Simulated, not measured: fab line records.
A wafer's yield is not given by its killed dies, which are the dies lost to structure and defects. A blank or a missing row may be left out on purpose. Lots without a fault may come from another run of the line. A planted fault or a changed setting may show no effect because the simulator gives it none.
Which tool was responsible? ; flow rit-cmos ; 15 lots with 45 wafers sampled at 3 steps, on a route of 202 steps

== WHAT EACH GAUGE READ, for each wafer ==
RIT_PWELL_TW_MEAS_10.
lot;measured;on;PWELL_TW
L419;day 2 01:10;film-metro-04;956 956 954
L420;day 2 04:04;film-metro-02;925 925 929
L422;day 2 14:11;film-metro-01;949 952 950
L423;day 2 19:20;film-metro-04;952 951 956
L425;day 3 05:58;film-metro-04;944 949 950
L426;day 3 11:41;film-metro-04;943 942 941
L428;day 3 22:02;film-metro-01;950 961 954
L430;day 4 05:59;film-metro-01;955 952 958
L434;day 5 01:47;film-metro-04;936 946 949
L435;day 5 08:38;film-metro-02;934 933 939
L436;day 5 13:27;film-metro-01;953 949 946
L438;day 5 23:53;film-metro-01;951 952 947
L439;day 6 02:41;film-metro-02;936 933 935
L440;day 6 07:49;film-metro-02;939 940 934
L442;day 6 20:47;film-metro-04;950 953 950

RIT_PRETRO_TW_MEAS_10.
lot;measured;on;PRETRO_TW
L419;day 2 10:32;film-metro-01;476.0 474.0 474.8
L420;day 2 13:04;film-metro-04;475.2 477.8 475.4
L422;day 2 22:52;film-metro-01;472.3 476.8 475.9
L423;day 3 04:03;film-metro-04;473.1 473.1 469.4
L425;day 3 14:58;film-metro-03;592.8 592.4 596.2
L426;day 3 20:15;film-metro-01;475.1 474.6 475.7
L428;day 4 07:09;film-metro-03;591.9 593.1 596.3
L430;day 4 14:47;film-metro-01;473.6 476.9 477.2
L434;day 5 10:31;film-metro-03;592.8 591.4 591.5
L435;day 5 17:40;film-metro-04;471.1 469.3 470.6
L436;day 5 22:00;film-metro-04;470.5 471.7 470.1
L438;day 6 08:34;film-metro-04;474.4 475.4 479.3
L439;day 6 11:27;film-metro-01;475.4 474.8 476.0
L440;day 6 16:22;film-metro-04;476.2 475.6 476.5
L442;day 7 05:19;film-metro-03;482.4 477.0 479.2

== WHAT TOOL EACH LOT RAN ON (gives the tool, then ch and the chambers of the sampled wafers, and finally the start) ==
lot;RIT_PRETRO_IMPLANT_08
L419;implanter-03 ch 0, day 2 10:13
L420;implanter-03 ch 0, day 2 12:47
L422;implanter-03 ch 0, day 2 22:32
L423;implanter-03 ch 0, day 3 03:44
L425;implanter-03 ch 0, day 3 14:19
L426;implanter-04 ch 0, day 3 19:57
L428;implanter-04 ch 0, day 4 06:32
L430;implanter-04 ch 0, day 4 14:28
L434;implanter-03 ch 0, day 5 09:53
L435;implanter-02 ch 0, day 5 17:20
L436;implanter-03 ch 0, day 5 21:41
L438;implanter-02 ch 0, day 6 08:14
L439;implanter-03 ch 0, day 6 11:10
L440;implanter-04 ch 0, day 6 16:04
L442;implanter-04 ch 0, day 7 05:01
- RIT_PRETRO_IMPLANT_08

== AS READ BY THE TOOLS THEMSELVES (means over the sampled wafers that have a number; for cases with no such wafer, the mark the record gives instead) ==
RIT_PRETRO_IMPLANT_08.
lot;tool;beam-on-s (s);tilt-deg (degrees)
L419;implanter-03;9.89;7.009
L420;implanter-03;10.08;7.019
L422;implanter-03;10.08;6.989
L423;implanter-03;10.12;6.994
L425;implanter-03;9.99;6.993
L426;implanter-04;9.77;6.984
L428;implanter-04;9.85;7.003
L430;implanter-04;10.07;6.991
L434;implanter-03;10.16;7.001
L435;implanter-02;10.00;6.976
L436;implanter-03;10.07;7.002
L438;implanter-02;10.12;7.011
L439;implanter-03;10.02;6.961
L440;implanter-04;10.01;7.013
L442;implanter-04;9.97;6.999

== THE ANSWER, worked out from the rows above alone ==
Rule: the usual values come from the lots themselves. Put in order of their means at a reading, lots are off if they are a third of the lots or fewer, leave a main group of 4 or more, and stand apart from it by a gap of 3 or more times the standard deviation of the main group's means; of several such gaps the widest counts. A main group is skipped when, at the precision printed for the reading in the tables above, its means are all equal. A lot without any number at a reading at which 4 lots or more have one is off too. Any other lot the step has rows for is counted as sound. Order of review: gauges by route order, followed by the tools' own readings, for which a lot's mean as printed above is used. The first step at which some lot is off is used, and at that step the reading that is off furthest; a lot without a number counts as furthest.
Off: L425, L428, L434, at RIT_PRETRO_TW_MEAS_10 (PRETRO_TW). For the main group the mean is 474.8 and the standard deviation 2.5.
If a tool, at a process step before that reading, ran all the lots that are off and no sound lot after the first of them, it fits. The gauges at RIT_PRETRO_TW_MEAS_10 are tried like those tools. None of those tried fits.

== WHAT THE SIMULATOR HAD PUT IN ==
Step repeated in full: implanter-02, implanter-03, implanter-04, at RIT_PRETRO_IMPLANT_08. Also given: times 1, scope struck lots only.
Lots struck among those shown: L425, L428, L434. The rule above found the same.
